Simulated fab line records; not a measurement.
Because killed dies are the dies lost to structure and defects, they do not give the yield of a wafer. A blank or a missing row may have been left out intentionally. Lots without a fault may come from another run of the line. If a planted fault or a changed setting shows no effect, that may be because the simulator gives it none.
The same fault as seen by 2 desks -- flow berkeley cmos170 -- only its own numbers are on each desk; what lay behind them is given at the end

== DESK OF THE TOOL OWNER: plasma asher-02 ==
The tool's own readings at UCB170_PWELL_STRIP_16 (strips in O2): means of the sampled wafers that have a number, for each lot that ran on this tool. If a lot's mean is further than 4 standard deviations from the usual mean, the lot is out of limits and carries the mark OUT (the distance appears in the brackets).
Columns: A = drypump motor current A at UCB170_PWELL_STRIP_16, usual 6.0 A; B = oes product au at UCB170_PWELL_STRIP_16, usual 0.721 a.u.; C = strip time to endpoint s at UCB170_PWELL_STRIP_16, usual 17.84 s
lot,first seen here,A,B,C
L565,day 3 23:38,5.8,0.719,17.82
L568,day 4 05:13,5.7,0.716,17.96
L572,day 5 06:23,5.8,0.724,17.85
L573,day 5 10:34,5.7,0.720,17.77
L578,day 6 16:17,5.7,0.643 (-18) OUT,17.92
L582,day 7 19:16,5.7,0.640 (-19) OUT,17.88
This desk's finding: out of limits on L578, L582; first on L578, day 6 16:17 (oes product au at UCB170_PWELL_STRIP_16). In limits: L565, L568, L572, L573.

== METROLOGY DESK ==
What the gauges read for every lot (on any tool): the sampled wafers with a number, averaged. If a lot's mean is further than 4 standard deviations from the usual mean, the lot is out of limits and carries the mark OUT (the distance appears in the brackets).
Columns: A = ACTIVE_OVL at UCB170_ACTIVE_OVL_MEAS_14, usual 2 nm
lot,first seen here,A
L561,day 4 11:59,0
L565,day 5 01:14,-3
L566,day 5 01:28,-0
L568,day 5 07:08,7
L569,day 5 13:04,5
L571,day 6 04:10,-0
L572,day 6 13:14,-7
L573,day 6 13:31,5
L576,day 7 06:47,-0
L578,day 8 01:54,1
L581,day 8 18:39,4
L583,day 9 04:23,4
L582,day 9 04:25,2
L584,day 9 12:53,1
This desk's finding: nothing out of limits on any of the 14 lots.

== BROUGHT TOGETHER ==
The tool owner's desk could have raised an alarm at day 6 16:17, on L578, L582.
Metrology desk: nothing out of limits seen.
The metrology desk has L578, L582 on record, within its limits.
Of the lots named, all ran UCB170_PWELL_STRIP_16 on plasma asher-02.

== WHAT HAD BEEN PUT IN BY THE SIMULATOR ==
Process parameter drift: plasma asher-02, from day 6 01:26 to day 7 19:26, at UCB170_PWELL_STRIP_16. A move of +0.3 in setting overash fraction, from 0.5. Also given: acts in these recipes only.
Lots struck among those shown: L578, L582.
How many hours passed from the start of the fault until each desk's first out-of-limits reading: the tool owner's desk, 15.
